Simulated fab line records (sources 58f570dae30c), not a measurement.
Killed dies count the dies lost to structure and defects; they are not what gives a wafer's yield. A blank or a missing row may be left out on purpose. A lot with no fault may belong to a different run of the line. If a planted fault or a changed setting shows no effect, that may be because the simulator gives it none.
Which tool is to blame? | flow berkeley cmos170 | 15 lots, 45 wafers sampled, at 6 steps of a route of 331

WHAT THE GAUGES SHOWED, per wafer
UCB170_NSD_TW_MEAS_10.
lot  | measured     | on            | NSD_TW
L583 | day 7 03:47  | film metro-04 | 4177 4187 4171
L587 | day 7 11:51  | film metro-03 | 4185 4162 4170
L589 | day 7 21:19  | film metro-04 | 4189 4201 4194
L588 | day 7 21:46  | film metro-03 | 4166 4190 4172
L593 | day 8 13:01  | film metro-01 | 4208 4240 4221
L590 | day 8 12:16  | film metro-01 | 4201 4184 4197
L592 | day 8 11:47  | film metro-03 | 4185 4175 4185
L594 | day 8 22:43  | film metro-03 | 4155 4161 4163
L598 | day 9 12:27  | film metro-03 | 4170 4169 4148
L600 | day 10 00:06 | film metro-01 | 4201 4195 4191
L601 | day 10 15:37 | film metro-01 | 4202 4230 4202
L603 | day 10 22:08 | film metro-04 | 4131 4156 4145
L604 | day 11 06:52 | film metro-03 | 4121 4164 4142
L605 | day 11 07:35 | film metro-03 | 4131 4137 4148
L606 | day 11 15:52 | film metro-01 | 4184 4197 4178

UCB170_M1_RS_MEAS_01: measurement is done with a four-point probe.
lot  | measured     | on            | M1_AL_RS (ohm/sq)
L583 | day 7 12:01  | film metro-03 | 0.0481 0.0480 0.0482
L587 | day 7 19:45  | film metro-01 | 0.0479 0.0476 0.0481
L589 | day 8 07:13  | film metro-04 | 0.0475 0.0476 0.0484
L588 | day 8 04:58  | film metro-03 | 0.0483 0.0487 0.0491
L593 | day 8 21:51  | film metro-03 | 0.0538 0.0475 0.0540
L590 | day 8 19:29  | film metro-03 | 0.0481 0.0541 0.0480
L592 | day 8 19:40  | film metro-04 | 0.0484 0.0479 0.0484
L594 | day 9 05:53  | film metro-01 | 0.0542 0.0480 0.0478
L598 | day 9 20:55  | film metro-01 | 0.0486 0.0494 0.0490
L600 | day 10 08:38 | film metro-01 | 0.0479 0.0479 0.0479
L601 | day 10 23:20 | film metro-01 | 0.0481 0.0483 0.0483
L603 | day 11 04:51 | film metro-01 | 0.0492 0.0487 0.0492
L604 | day 11 16:22 | film metro-01 | 0.0493 0.0492 0.0484
L605 | day 11 16:04 | film metro-03 | 0.0488 0.0484 0.0484
L606 | day 11 23:08 | film metro-03 | 0.0473 0.0471 0.0478

UCB170_M1_THK_MEAS_02: measures by xrf.
lot  | measured     | on            | M1_AL_THK (nm)
L583 | day 7 12:08  | film metro-03 | 605 607 604
L587 | day 7 19:52  | film metro-01 | 608 612 607
L589 | day 8 07:20  | film metro-04 | 610 611 601
L588 | day 8 05:05  | film metro-03 | 600 596 591
L593 | day 8 21:57  | film metro-03 | 539 608 539
L590 | day 8 19:37  | film metro-03 | 602 539 608
L592 | day 8 19:47  | film metro-04 | 602 608 601
L594 | day 9 06:00  | film metro-01 | 537 606 609
L598 | day 9 21:02  | film metro-01 | 597 592 595
L600 | day 10 08:45 | film metro-01 | 607 608 612
L601 | day 10 23:28 | film metro-01 | 603 603 604
L603 | day 11 04:58 | film metro-01 | 594 602 591
L604 | day 11 16:29 | film metro-01 | 594 593 602
L605 | day 11 16:11 | film metro-03 | 586 596 592
L606 | day 11 23:15 | film metro-03 | 607 605 602

UCB170_M1_CD_MEAS_09: the cd target is 700 nm.
lot  | measured     | on        | cd nm (nm)
L583 | day 7 13:37  | cd sem-02 | 699.9 700.8 700.0
L587 | day 7 20:46  | cd sem-01 | 699.0 699.1 699.5
L589 | day 8 09:16  | cd sem-01 | 699.8 699.5 699.9
L588 | day 8 06:07  | cd sem-01 | 701.2 701.2 702.5
L593 | day 8 23:27  | cd sem-02 | 699.2 699.9 699.3
L590 | day 8 20:50  | cd sem-02 | 701.0 700.7 699.2
L592 | day 8 21:08  | cd sem-01 | 702.3 700.9 701.0
L594 | day 9 07:14  | cd sem-01 | 700.1 700.1 700.0
L598 | day 9 22:22  | cd sem-02 | 699.8 699.2 701.2
L600 | day 10 09:47 | cd sem-02 | 702.2 702.2 700.9
L601 | day 11 00:29 | cd sem-01 | 700.3 700.2 701.4
L603 | day 11 06:09 | cd sem-01 | 698.8 698.7 698.6
L604 | day 11 17:50 | cd sem-01 | 700.5 697.9 699.8
L605 | day 11 17:17 | cd sem-01 | 700.8 699.5 700.1
L606 | day 12 00:09 | cd sem-02 | 698.2 698.8 700.3

WHICH TOOL RAN EACH LOT (tool, then ch and the chambers of the sampled wafers, then the start)
lot  | UCB170_PVT_STRIP_08                  | UCB170_M1_SPUTTER_00
L583 | plasma asher-02 ch 0,1, day 5 20:41  | pvd sputter-01, day 7 11:57
L587 | plasma asher-02 ch 0,1, day 6 11:02  | pvd sputter-03, day 7 19:41
L589 | plasma asher-03 ch 0,1, day 6 19:31  | pvd sputter-03, day 8 07:08
L588 | plasma asher-03 ch 0,1, day 6 19:47  | pvd sputter-04, day 8 04:53
L593 | plasma asher-02 ch 0,1, day 7 11:34  | pvd sputter-03, day 8 21:44
L590 | plasma asher-02 ch 0,1, day 7 11:46  | pvd sputter-03, day 8 19:25
L592 | plasma asher-04 ch 0,1, day 7 12:46  | pvd sputter-01, day 8 19:37
L594 | plasma asher-04 ch 1, day 7 19:26    | pvd sputter-03, day 9 05:49
L598 | plasma asher-02 ch 0,1, day 8 13:34  | pvd sputter-01, day 9 20:50
L600 | plasma asher-02 ch 0,1, day 8 23:20  | pvd sputter-01, day 10 08:34
L601 | plasma asher-03 ch 0,1, day 9 14:16  | pvd sputter-01, day 10 23:17
L603 | plasma asher-04 ch 0, day 9 18:08    | pvd sputter-04, day 11 04:47
L604 | plasma asher-03 ch 0,1, day 10 04:17 | pvd sputter-04, day 11 16:19
L605 | plasma asher-04 ch 0,1, day 10 04:34 | pvd sputter-03, day 11 16:00
L606 | plasma asher-04 ch 0,1, day 10 14:04 | pvd sputter-01, day 11 23:04
- UCB170_PVT_STRIP_08: strips in O2.
- UCB170_M1_SPUTTER_00: material Al, target thk 600 nm, time 80 s.

WHAT THE TOOLS THEMSELVES READ (means of the sampled wafers that have a number; where no wafer has one, the mark that the record gives instead)
UCB170_PVT_STRIP_08.
lot  | tool            | drypump motor current A (A) | oes product au (a.u.) | strip time to endpoint s (s)
L583 | plasma asher-02 | 5.4                         | 0.733                 | 21.78
L587 | plasma asher-02 | 5.4                         | 0.735                 | 21.75
L589 | plasma asher-03 | 5.2                         | 0.737                 | 21.61
L588 | plasma asher-03 | 5.4                         | 0.734                 | 21.68
L593 | plasma asher-02 | 5.8                         | 0.728                 | 21.79
L590 | plasma asher-02 | 5.8                         | 0.738                 | 21.58
L592 | plasma asher-04 | 5.7                         | 0.735                 | 21.71
L594 | plasma asher-04 | 6.4                         | 0.735                 | 21.59
L598 | plasma asher-02 | 5.8                         | 0.734                 | 21.70
L600 | plasma asher-02 | 5.4                         | 0.737                 | 21.72
L601 | plasma asher-03 | 5.4                         | 0.735                 | 21.69
L603 | plasma asher-04 | 5.3                         | 0.731                 | 21.63
L604 | plasma asher-03 | 5.4                         | 0.737                 | 21.64
L605 | plasma asher-04 | 6.0                         | 0.735                 | 21.63
L606 | plasma asher-04 | 6.0                         | 0.733                 | 21.67

UCB170_M1_SPUTTER_00.
lot  | tool           | throttle valve pct (%)
L583 | pvd sputter-01 | 28.9
L587 | pvd sputter-03 | 29.7
L589 | pvd sputter-03 | 31.0
L588 | pvd sputter-04 | 30.1
L593 | pvd sputter-03 | 30.9
L590 | pvd sputter-03 | 30.9
L592 | pvd sputter-01 | 29.1
L594 | pvd sputter-03 | 31.0
L598 | pvd sputter-01 | 29.1
L600 | pvd sputter-01 | 29.2
L601 | pvd sputter-01 | 29.3
L603 | pvd sputter-04 | 29.3
L604 | pvd sputter-04 | 29.3
L605 | pvd sputter-03 | 31.0
L606 | pvd sputter-01 | 29.3

THE ANSWER, worked out from the rows above alone
Rule: the lots themselves supply what counts as usual. The widest of any qualifying gaps counts: lots, ordered by their means at a reading, are off when they make up no more than a third of the lots, leave a main group of 4 or more, and stand apart from it by 3 or more times the standard deviation of that group's means. Not used: any main group whose means are identical at the precision the tables above print for the reading. A lot without any number at a reading at which 4 lots or more have one is off too. All remaining lots with rows at the step are treated as sound. The gauges are gone through in route order, then the tools' own readings, and for those a lot's mean is taken as printed above. At the first step where some lot is off, the reading lying furthest off is the one used; lots without a number count as furthest.
None of the lots is off at any reading shown; this tells nothing.

WHAT HAD BEEN PUT IN BY THE SIMULATOR
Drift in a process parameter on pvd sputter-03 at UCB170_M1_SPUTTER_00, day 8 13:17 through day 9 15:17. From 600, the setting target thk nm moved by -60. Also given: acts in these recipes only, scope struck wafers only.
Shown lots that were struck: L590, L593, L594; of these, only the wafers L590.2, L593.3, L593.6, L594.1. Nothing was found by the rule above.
